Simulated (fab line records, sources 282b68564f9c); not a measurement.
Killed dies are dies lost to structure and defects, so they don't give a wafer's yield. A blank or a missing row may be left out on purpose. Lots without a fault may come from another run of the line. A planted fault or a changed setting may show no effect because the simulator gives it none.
Which tool did it? | flow rit_cmos | 15 lots, 45 wafers sampled, at 1 step of a route of 202

WHAT THE GAUGES READ, wafer by wafer
The record holds no reading of a measuring or inspecting step that can be judged against a usual standard deviation.

WHICH TOOL RAN EACH LOT (tool, then ch and the chambers of the sampled wafers, then the start)
lot  | RIT_ACTIVE_DEVELOP_10
L424 | litho_track-02 ch 0, day 1 19:00
L425 | litho_track-01 ch 0, day 2 01:00
L427 | litho_track-02 ch 0, day 2 10:00
L428 | litho_track-02 ch 0, day 2 15:00
L429 | litho_track-01 ch 0, day 2 21:00
L430 | litho_track-02 ch 0, day 3 01:00
L431 | litho_track-02, day 3 06:00
L432 | litho_track-02, day 3 11:00
L433 | litho_track-02, day 3 16:00
L435 | litho_track-02 ch 0, day 4 02:00
L437 | litho_track-02 ch 0, day 4 12:00
L442 | litho_track-03 ch 0, day 5 14:00
L443 | litho_track-02 ch 0, day 5 20:00
L444 | litho_track-02 ch 0, day 5 23:00
L445 | litho_track-01 ch 0, day 6 05:00
- RIT_ACTIVE_DEVELOP_10: develop time 50 s.

WHAT THE TOOLS THEMSELVES READ (means of the sampled wafers that have a number; where no wafer has one, the mark that the record gives instead)
RIT_ACTIVE_DEVELOP_10.
lot  | tool           | chill_plate_temp_C (C) | developer_temp_C (C)
L424 | litho_track-02 | 23.05                  | 23.06
L425 | litho_track-01 | 23.02                  | 23.01
L427 | litho_track-02 | 22.89                  | 23.05
L428 | litho_track-02 | 22.95                  | 22.93
L429 | litho_track-01 | 23.21                  | 23.03
L430 | litho_track-02 | 22.88                  | 22.94
L431 | litho_track-02 | -                      | -
L432 | litho_track-02 | -                      | -
L433 | litho_track-02 | -                      | -
L435 | litho_track-02 | 23.04                  | 23.17
L437 | litho_track-02 | 22.94                  | 23.05
L442 | litho_track-03 | 22.98                  | 22.99
L443 | litho_track-02 | 23.09                  | 23.05
L444 | litho_track-02 | 22.99                  | 23.01
L445 | litho_track-01 | 22.96                  | 22.93

THE ANSWER, worked out from the rows above alone
Rule: what is usual is taken from the lots themselves. Put in order of their means at a reading, lots are off if they are a third of the lots or fewer, leave a main group of 4 or more, and stand apart from it by a gap of 3 or more times the standard deviation of the main group's means; of several such gaps the widest counts. A main group whose means are all the same, to the digits that the tables above print for the reading, isn't used. A lot without any number at a reading at which 4 lots or more have one is off too. The other lots that the step has rows for count as sound. The gauges are gone through in route order, then the tools' own readings, and for those a lot's mean is taken as printed above. The first step at which some lot is off is used, and at that step the reading that is off furthest; a lot without a number counts as furthest.
Off: L431, L432, L433, at RIT_ACTIVE_DEVELOP_10 (chill_plate_temp_C). Without a number there: L431, L432, L433. The main group: mean 23.00 C, standard deviation 0.087.
A tool fits if, at that step or a process step before it, it ran every lot that is off, and no sound lot after the first of them. None of those tried fits.

WHAT THE SIMULATOR HAD PUT IN
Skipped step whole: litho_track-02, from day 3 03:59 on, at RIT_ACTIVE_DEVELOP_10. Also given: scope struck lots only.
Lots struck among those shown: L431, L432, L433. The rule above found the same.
